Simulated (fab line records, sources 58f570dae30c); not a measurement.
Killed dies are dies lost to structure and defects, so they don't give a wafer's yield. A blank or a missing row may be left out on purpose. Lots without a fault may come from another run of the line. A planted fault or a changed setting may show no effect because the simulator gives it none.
Split-lot experiment | flow berkeley_cmos170 | 5 lots, 23 wafers read, on a route of 331 steps

THE SPLIT
At UCB170_CONTACT_COAT_10 (resist thk 900 nm), the setting resist_thk_nm was moved away from the recipe's 900 nm on 9 of the 23 wafers read, by -4.2% to +5.0%. The other wafers ran this setting at the recipe's value.

FROM THE SPLIT TO THE READING: what the file shows between them, 3 steps
- UCB170_CONTACT_SOFTBAKE_11: time 60 s
- UCB170_CONTACT_EXPOSE_12: exposes mask CONT, target cd 700 nm
- UCB170_CONTACT_ETCH_17: etches BARC in N2/H2

THE READING
KrF_of_CONTACT_COAT_10.thk_nm (the simulator's own value, which no gauge read), in nm, at UCB170_CONTACT_ETCH_18 (etches PSG in CHF3/CF4/Ar, stops on TiSi2, target depth 840 nm, time 195 s). The file gives no usual value for it. The 14 wafers here that ran the recipe average 689.3 nm, standard deviation 5.2 nm.

wafer  | tool, chamber at the split | resist_thk_nm as run, nm | against the recipe | KrF_of_CONTACT_COAT_10.thk_nm, nm | against lot-mates on the recipe
L074.1 | litho_track-03, 0          | 900                      | recipe             | 695.4                             | -
L074.2 | litho_track-03, 0          | 900                      | recipe             | 691.7                             | -
L074.3 | litho_track-03, 0          | 900                      | recipe             | 681.7                             | -
L074.4 | litho_track-03, 0          | 900                      | recipe             | 694.6                             | -
L074.5 | litho_track-03, 0          | 900                      | recipe             | 692.3                             | -
L076.1 | litho_track-01, 0          | 862.5                    | -4.2%              | 655.6                             | -27.0
L076.2 | litho_track-01, 0          | 862.5                    | -4.2%              | 654.1                             | -28.5
L076.3 | litho_track-01, 0          | 900                      | recipe             | 686.5                             | -
L076.4 | litho_track-01, 0          | 900                      | recipe             | 678.8                             | -
L076.5 | litho_track-01, 0          | 862.5                    | -4.2%              | 640.8                             | -41.9
L082.1 | litho_track-01, 0          | 945.4                    | +5.0%              | 738.8                             | +52.0
L082.2 | litho_track-01, 0          | 900                      | recipe             | 685.1                             | -
L082.3 | litho_track-01, 0          | 900                      | recipe             | 688.4                             | -
L082.4 | litho_track-01, 0          | 945.4                    | +5.0%              | 744.5                             | +57.8
L082.5 | litho_track-01, 0          | 945.4                    | +5.0%              | 733.6                             | +46.9
L083.2 | litho_track-03, 0          | 872.4                    | -3.1%              | 658.6                             | -34.9
L083.3 | litho_track-03, 0          | 900                      | recipe             | 697.7                             | -
L083.4 | litho_track-03, 0          | 872.4                    | -3.1%              | 670                               | -23.5
L083.5 | litho_track-03, 0          | 872.4                    | -3.1%              | 670.9                             | -22.6
L083.6 | litho_track-03, 0          | 900                      | recipe             | 689.4                             | -
L084.1 | litho_track-03, 0          | 900                      | recipe             | 684.8                             | -
L084.4 | litho_track-03, 0          | 900                      | recipe             | 690.8                             | -
L084.5 | litho_track-03, 0          | 900                      | recipe             | 692.6                             | -

THE FIT
A straight line over all 23 wafers: KrF_of_CONTACT_COAT_10.thk_nm changes by +9.3 nm for each +1% of resist_thk_nm; r = +0.97; the points scatter about the line by 6 nm.
The same after taking each lot's own level away (the mean of its wafers on the recipe; 23 wafers): +9.3 nm for each +1%; r = +0.98; scatter 5.6 nm.
On that fit, the largest move of resist_thk_nm shifts the reading by 47 nm.
The lots' own levels span 682.65 to 693.55 nm, that is 2.1 times the standard deviation above.
So the lot-to-lot level changes the slope little: the two slopes agree.
Check: with one of the wafers moved furthest among these (+5.0%) left out of the fit, the line predicts +47.6 nm for it against its lot-mates. It came out at +52 nm against them.

THE WHOLE CHAIN: every reading that the file lists as answering this split, in the file's order
step                   | what it does                                                               | reading                                                                        | change (the file's fit)              | r (the file's)
UCB170_CONTACT_COAT_10 | resist thk 900 nm                                                          | KrF_of_CONTACT_COAT_10.thk_nm (the simulator's own value, which no gauge read) | +9.03 nm for each +1% of the setting | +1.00
UCB170_CONTACT_ETCH_18 | etches PSG in CHF3/CF4/Ar, stops on TiSi2, target depth 840 nm, time 195 s | KrF_of_CONTACT_COAT_10.thk_nm (the simulator's own value, which no gauge read) | +9.22 nm for each +1% of the setting | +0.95

THE FILE'S OWN FIT
KrF_of_CONTACT_COAT_10.thk_nm changes by +9.22 nm for each +1% of resist_thk_nm, r = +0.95.
